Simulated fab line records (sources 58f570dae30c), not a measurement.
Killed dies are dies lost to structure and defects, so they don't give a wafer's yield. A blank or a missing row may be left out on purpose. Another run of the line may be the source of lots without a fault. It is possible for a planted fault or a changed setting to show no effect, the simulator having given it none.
Which tool did it? / flow berkeley cmos170 / 15 lots with 45 wafers sampled at 5 steps, on a route of 331 steps

## WHAT THE GAUGES READ, wafer by wafer
UCB170_GATE_CD_MEAS_90 targets a cd of 350 nm. Usual: 350.0 nm for cd nm, sd 1.9.
lot=L847; measured=day 8 06:01; on=cd sem-01; cd nm (nm)=348.2 349.4 349.2; flag=
lot=L849; measured=day 8 06:11; on=cd sem-01; cd nm (nm)=- - -; flag=OFF
lot=L846; measured=day 8 06:20; on=cd sem-02; cd nm (nm)=- - -; flag=OFF
lot=L855; measured=day 9 06:20; on=cd sem-02; cd nm (nm)=348.4 352.8 350.1; flag=
lot=L853; measured=day 9 06:38; on=cd sem-01; cd nm (nm)=350.2 349.7 349.9; flag=
lot=L854; measured=day 9 07:04; on=cd sem-01; cd nm (nm)=348.4 349.7 348.1; flag=
lot=L852; measured=day 9 07:17; on=cd sem-01; cd nm (nm)=354.1 353.3 354.0; flag=
lot=L851; measured=day 9 18:52; on=cd sem-01; cd nm (nm)=- - -; flag=OFF
lot=L856; measured=day 9 18:58; on=cd sem-02; cd nm (nm)=351.0 348.1 348.9; flag=
lot=L857; measured=day 9 19:04; on=cd sem-01; cd nm (nm)=350.8 350.2 349.6; flag=
lot=L858; measured=day 9 23:58; on=cd sem-01; cd nm (nm)=349.9 350.1 350.7; flag=
lot=L859; measured=day 10 00:01; on=cd sem-02; cd nm (nm)=348.6 347.7 347.9; flag=
lot=L861; measured=day 10 16:28; on=cd sem-02; cd nm (nm)=351.3 351.4 350.8; flag=
lot=L860; measured=day 10 16:43; on=cd sem-01; cd nm (nm)=347.0 349.2 349.6; flag=
lot=L863; measured=day 11 11:05; on=cd sem-01; cd nm (nm)=353.3 351.2 350.9; flag=

UCB170_M2_RS_MEAS_02: a four-point-probe measurement. Usual: M2_AL_RS gives 0.0311 ohm/sq (standard deviation 0.00033).
lot=L847; measured=day 10 05:25; on=film metro-03; M2_AL_RS (ohm/sq)=0.0313 0.0309 0.0308; flag=
lot=L855; measured=day 10 17:27; on=film metro-03; M2_AL_RS (ohm/sq)=0.0305 0.0308 0.0309; flag=
lot=L853; measured=day 10 19:55; on=film metro-03; M2_AL_RS (ohm/sq)=0.0309 0.0308 0.0310; flag=
lot=L854; measured=day 10 17:37; on=film metro-04; M2_AL_RS (ohm/sq)=0.0309 0.0312 0.0310; flag=
lot=L852; measured=day 10 20:28; on=film metro-04; M2_AL_RS (ohm/sq)=0.0308 0.0315 0.0318; flag=
lot=L856; measured=day 11 05:00; on=film metro-01; M2_AL_RS (ohm/sq)=0.0313 0.0313 0.0312; flag=
lot=L857; measured=day 11 00:58; on=film metro-04; M2_AL_RS (ohm/sq)=0.0313 0.0313 0.0315; flag=
lot=L858; measured=day 11 10:53; on=film metro-01; M2_AL_RS (ohm/sq)=0.0309 0.0309 0.0309; flag=
lot=L859; measured=day 11 11:07; on=film metro-04; M2_AL_RS (ohm/sq)=0.0309 0.0310 0.0308; flag=
lot=L861; measured=day 11 22:53; on=film metro-01; M2_AL_RS (ohm/sq)=0.0308 0.0311 0.0312; flag=
lot=L860; measured=day 11 22:53; on=film metro-03; M2_AL_RS (ohm/sq)=0.0311 0.0317 0.0311; flag=
lot=L863; measured=day 12 13:07; on=film metro-01; M2_AL_RS (ohm/sq)=0.0304 0.0310 0.0306; flag=

UCB170_M3_CD_MEAS_90 targets a cd of 700 nm. Usual: 700 nm for cd nm, sd 3.8.
lot=L847; measured=day 10 18:49; on=cd sem-02; cd nm (nm)=706 705 704; flag=
lot=L855; measured=day 11 03:42; on=cd sem-02; cd nm (nm)=700 706 701; flag=
lot=L853; measured=day 11 06:30; on=cd sem-02; cd nm (nm)=697 698 701; flag=
lot=L854; measured=day 11 05:53; on=cd sem-01; cd nm (nm)=695 696 694; flag=
lot=L852; measured=day 11 06:14; on=cd sem-01; cd nm (nm)=703 709 705; flag=
lot=L856; measured=day 11 12:31; on=cd sem-01; cd nm (nm)=699 702 700; flag=
lot=L857; measured=day 11 09:08; on=cd sem-02; cd nm (nm)=699 700 702; flag=
lot=L858; measured=day 11 20:36; on=cd sem-01; cd nm (nm)=704 702 700; flag=
lot=L859; measured=day 11 20:49; on=cd sem-02; cd nm (nm)=697 694 698; flag=
lot=L861; measured=day 12 06:17; on=cd sem-02; cd nm (nm)=701 701 695; flag=
lot=L860; measured=day 12 07:22; on=cd sem-01; cd nm (nm)=707 705 706; flag=
lot=L863; measured=day 12 21:46; on=cd sem-02; cd nm (nm)=694 699 692; flag=

## WHAT TOOL EACH LOT RAN ON (gives the tool, then ch and the chambers of the sampled wafers, and finally the start)
lot=L847; UCB170_GATE_ETCH_15=rie si-01 ch 0,3, day 8 05:51; UCB170_M3_ETCH_17=rie diel-02 ch 0,1,3, day 10 18:28
lot=L849; UCB170_GATE_ETCH_15=rie si-01 ch 0,3, day 8 06:01; UCB170_M3_ETCH_17=-
lot=L846; UCB170_GATE_ETCH_15=rie si-02 ch 0,1,3, day 8 06:08; UCB170_M3_ETCH_17=-
lot=L855; UCB170_GATE_ETCH_15=rie si-01 ch 0,2,3, day 9 06:11; UCB170_M3_ETCH_17=rie diel-02 ch 1,2, day 11 03:22
lot=L853; UCB170_GATE_ETCH_15=rie si-02 ch 0,2,3, day 9 06:28; UCB170_M3_ETCH_17=rie diel-03 ch 1,3, day 11 06:09
lot=L854; UCB170_GATE_ETCH_15=rie si-01 ch 2,3, day 9 06:50; UCB170_M3_ETCH_17=rie diel-02 ch 1,2, day 11 05:31
lot=L852; UCB170_GATE_ETCH_15=rie si-02 ch 0,1,3, day 9 07:07; UCB170_M3_ETCH_17=rie diel-04 ch 0,2,3, day 11 05:53
lot=L851; UCB170_GATE_ETCH_15=rie si-01 ch 0,3, day 9 18:41; UCB170_M3_ETCH_17=-
lot=L856; UCB170_GATE_ETCH_15=rie si-02 ch 0,1, day 9 18:49; UCB170_M3_ETCH_17=rie diel-04 ch 2,3, day 11 12:10
lot=L857; UCB170_GATE_ETCH_15=rie si-01 ch 0,1,2, day 9 18:56; UCB170_M3_ETCH_17=rie diel-04 ch 0,1,3, day 11 08:48
lot=L858; UCB170_GATE_ETCH_15=rie si-02 ch 1,2, day 9 23:47; UCB170_M3_ETCH_17=rie diel-04 ch 2,3, day 11 20:15
lot=L859; UCB170_GATE_ETCH_15=rie si-01 ch 0,1, day 9 23:52; UCB170_M3_ETCH_17=rie diel-02 ch 1,2, day 11 20:29
lot=L861; UCB170_GATE_ETCH_15=rie si-02 ch 1,2,3, day 10 16:19; UCB170_M3_ETCH_17=rie diel-04 ch 0,1,2, day 12 05:58
lot=L860; UCB170_GATE_ETCH_15=rie si-01 ch 1,2,3, day 10 16:31; UCB170_M3_ETCH_17=rie diel-02 ch 1,3, day 12 06:58
lot=L863; UCB170_GATE_ETCH_15=rie si-01 ch 1,3, day 11 10:55; UCB170_M3_ETCH_17=rie diel-03 ch 0,3, day 12 21:25
- UCB170_GATE_ETCH_15: etches poly-Si in HBr/Cl2, stops on SiO2, time 56.3 s, target depth 278.2 nm.
- UCB170_M3_ETCH_17: etches BARC in N2/H2.

## WHAT THE TOOLS THEMSELVES READ (means of the sampled wafers that have a number; where no wafer has one, the mark that the record gives instead)
UCB170_GATE_ETCH_15. Usual: HBr_flow_sccm 150.0 sccm, standard deviation 0.42; bias w 150.0 W, standard deviation 0.45; chamber pressure mTorr 15.000 mTorr, standard deviation 0.013; drypump motor current A 5.7 A, standard deviation 0.34; oes product au 0.838 a.u., standard deviation 0.014; throttle valve pct 26.38 %, standard deviation 0.22.
lot=L847; tool=rie si-01; HBr_flow_sccm (sccm)=149.9; bias w (W)=149.9; chamber pressure mTorr (mTorr)=14.999; drypump motor current A (A)=5.4; oes product au (a.u.)=0.846; throttle valve pct (%)=26.42; flag=
lot=L849; tool=rie si-01; HBr_flow_sccm (sccm)=-; bias w (W)=-; chamber pressure mTorr (mTorr)=-; drypump motor current A (A)=-; oes product au (a.u.)=-; throttle valve pct (%)=-; flag=OFF
lot=L846; tool=rie si-02; HBr_flow_sccm (sccm)=-; bias w (W)=-; chamber pressure mTorr (mTorr)=-; drypump motor current A (A)=-; oes product au (a.u.)=-; throttle valve pct (%)=-; flag=OFF
lot=L855; tool=rie si-01; HBr_flow_sccm (sccm)=149.7; bias w (W)=150.1; chamber pressure mTorr (mTorr)=15.002; drypump motor current A (A)=5.7; oes product au (a.u.)=0.835; throttle valve pct (%)=26.45; flag=
lot=L853; tool=rie si-02; HBr_flow_sccm (sccm)=150.2; bias w (W)=149.6; chamber pressure mTorr (mTorr)=14.997; drypump motor current A (A)=6.1; oes product au (a.u.)=0.842; throttle valve pct (%)=26.19; flag=
lot=L854; tool=rie si-01; HBr_flow_sccm (sccm)=150.1; bias w (W)=149.4; chamber pressure mTorr (mTorr)=14.996; drypump motor current A (A)=5.7; oes product au (a.u.)=0.846; throttle valve pct (%)=26.51; flag=
lot=L852; tool=rie si-02; HBr_flow_sccm (sccm)=150.0; bias w (W)=149.6; chamber pressure mTorr (mTorr)=15.001; drypump motor current A (A)=5.9; oes product au (a.u.)=0.832; throttle valve pct (%)=26.27; flag=
lot=L851; tool=rie si-01; HBr_flow_sccm (sccm)=-; bias w (W)=-; chamber pressure mTorr (mTorr)=-; drypump motor current A (A)=-; oes product au (a.u.)=-; throttle valve pct (%)=-; flag=OFF
lot=L856; tool=rie si-02; HBr_flow_sccm (sccm)=150.3; bias w (W)=150.5; chamber pressure mTorr (mTorr)=14.980; drypump motor current A (A)=5.9; oes product au (a.u.)=0.851; throttle valve pct (%)=26.31; flag=
lot=L857; tool=rie si-01; HBr_flow_sccm (sccm)=149.7; bias w (W)=150.1; chamber pressure mTorr (mTorr)=15.012; drypump motor current A (A)=5.8; oes product au (a.u.)=0.827; throttle valve pct (%)=26.50; flag=
lot=L858; tool=rie si-02; HBr_flow_sccm (sccm)=149.5; bias w (W)=149.7; chamber pressure mTorr (mTorr)=14.999; drypump motor current A (A)=5.7; oes product au (a.u.)=0.836; throttle valve pct (%)=26.54; flag=
lot=L859; tool=rie si-01; HBr_flow_sccm (sccm)=149.9; bias w (W)=150.1; chamber pressure mTorr (mTorr)=14.999; drypump motor current A (A)=5.6; oes product au (a.u.)=0.829; throttle valve pct (%)=26.50; flag=
lot=L861; tool=rie si-02; HBr_flow_sccm (sccm)=150.2; bias w (W)=149.8; chamber pressure mTorr (mTorr)=15.001; drypump motor current A (A)=5.8; oes product au (a.u.)=0.838; throttle valve pct (%)=26.38; flag=
lot=L860; tool=rie si-01; HBr_flow_sccm (sccm)=149.9; bias w (W)=150.3; chamber pressure mTorr (mTorr)=15.007; drypump motor current A (A)=5.6; oes product au (a.u.)=0.833; throttle valve pct (%)=26.52; flag=
lot=L863; tool=rie si-01; HBr_flow_sccm (sccm)=149.9; bias w (W)=150.0; chamber pressure mTorr (mTorr)=14.997; drypump motor current A (A)=5.3; oes product au (a.u.)=0.855; throttle valve pct (%)=26.51; flag=

UCB170_M3_ETCH_17. Usual: bias w 100.02 W, standard deviation 0.28; chamber pressure mTorr 30.001 mTorr, standard deviation 0.028; drypump motor current A 5.9 A, standard deviation 0.4; n2 flow sccm 99.9 sccm, standard deviation 0.32; oes product au 1.000 a.u., standard deviation 0.017; throttle valve pct 13.46 %, standard deviation 0.2.
lot=L847; tool=rie diel-02; bias w (W)=99.97; chamber pressure mTorr (mTorr)=29.972; drypump motor current A (A)=5.7; n2 flow sccm (sccm)=99.8; oes product au (a.u.)=1.007; throttle valve pct (%)=13.43; flag=
lot=L855; tool=rie diel-02; bias w (W)=99.92; chamber pressure mTorr (mTorr)=30.008; drypump motor current A (A)=5.7; n2 flow sccm (sccm)=99.8; oes product au (a.u.)=0.993; throttle valve pct (%)=13.55; flag=
lot=L853; tool=rie diel-03; bias w (W)=99.91; chamber pressure mTorr (mTorr)=30.012; drypump motor current A (A)=5.7; n2 flow sccm (sccm)=100.2; oes product au (a.u.)=0.977; throttle valve pct (%)=13.37; flag=
lot=L854; tool=rie diel-02; bias w (W)=99.86; chamber pressure mTorr (mTorr)=30.008; drypump motor current A (A)=5.7; n2 flow sccm (sccm)=99.9; oes product au (a.u.)=1.004; throttle valve pct (%)=13.54; flag=
lot=L852; tool=rie diel-04; bias w (W)=99.99; chamber pressure mTorr (mTorr)=30.003; drypump motor current A (A)=5.6; n2 flow sccm (sccm)=99.8; oes product au (a.u.)=0.994; throttle valve pct (%)=13.51; flag=
lot=L856; tool=rie diel-04; bias w (W)=99.73; chamber pressure mTorr (mTorr)=30.028; drypump motor current A (A)=5.5; n2 flow sccm (sccm)=99.7; oes product au (a.u.)=0.992; throttle valve pct (%)=13.39; flag=
lot=L857; tool=rie diel-04; bias w (W)=100.02; chamber pressure mTorr (mTorr)=30.000; drypump motor current A (A)=6.0; n2 flow sccm (sccm)=99.8; oes product au (a.u.)=0.998; throttle valve pct (%)=13.63; flag=
lot=L858; tool=rie diel-04; bias w (W)=99.87; chamber pressure mTorr (mTorr)=29.993; drypump motor current A (A)=5.7; n2 flow sccm (sccm)=100.3; oes product au (a.u.)=0.976; throttle valve pct (%)=13.52; flag=
lot=L859; tool=rie diel-02; bias w (W)=100.03; chamber pressure mTorr (mTorr)=30.009; drypump motor current A (A)=5.7; n2 flow sccm (sccm)=100.0; oes product au (a.u.)=1.009; throttle valve pct (%)=13.55; flag=
lot=L861; tool=rie diel-04; bias w (W)=99.66; chamber pressure mTorr (mTorr)=30.024; drypump motor current A (A)=5.8; n2 flow sccm (sccm)=99.7; oes product au (a.u.)=1.006; throttle valve pct (%)=13.51; flag=
lot=L860; tool=rie diel-02; bias w (W)=100.10; chamber pressure mTorr (mTorr)=29.993; drypump motor current A (A)=5.5; n2 flow sccm (sccm)=100.1; oes product au (a.u.)=1.004; throttle valve pct (%)=13.43; flag=
lot=L863; tool=rie diel-03; bias w (W)=99.78; chamber pressure mTorr (mTorr)=29.989; drypump motor current A (A)=5.9; n2 flow sccm (sccm)=99.9; oes product au (a.u.)=0.981; throttle valve pct (%)=13.49; flag=

## THE ANSWER, worked out from the rows above alone
Rule: take the mean of a lot's wafers that have a number; if it is more than 3 standard deviations from the usual mean, the lot is off. A lot without any number at a reading at which 4 lots or more have one is off too. The other lots that the step has rows for count as sound. The gauges are gone through in route order, then the tools' own readings, and for those a lot's mean is taken as printed above. The first step at which some lot is off is used, and at that step the reading that is off furthest; a lot without a number counts as furthest.
Off at UCB170_GATE_CD_MEAS_90 (cd nm): L849, L846, L851. Without a number there: L849, L846, L851.
A tool fits if, at a process step before that reading, it ran every lot that is off, and no sound lot after the first of them. The gauges at UCB170_GATE_CD_MEAS_90 aren't tried: what is off there is off at UCB170_GATE_ETCH_15 too, on other tools, and a gauge's error can't cause that. Of those tried, none fits.

## WHAT THE SIMULATOR HAD INSERTED
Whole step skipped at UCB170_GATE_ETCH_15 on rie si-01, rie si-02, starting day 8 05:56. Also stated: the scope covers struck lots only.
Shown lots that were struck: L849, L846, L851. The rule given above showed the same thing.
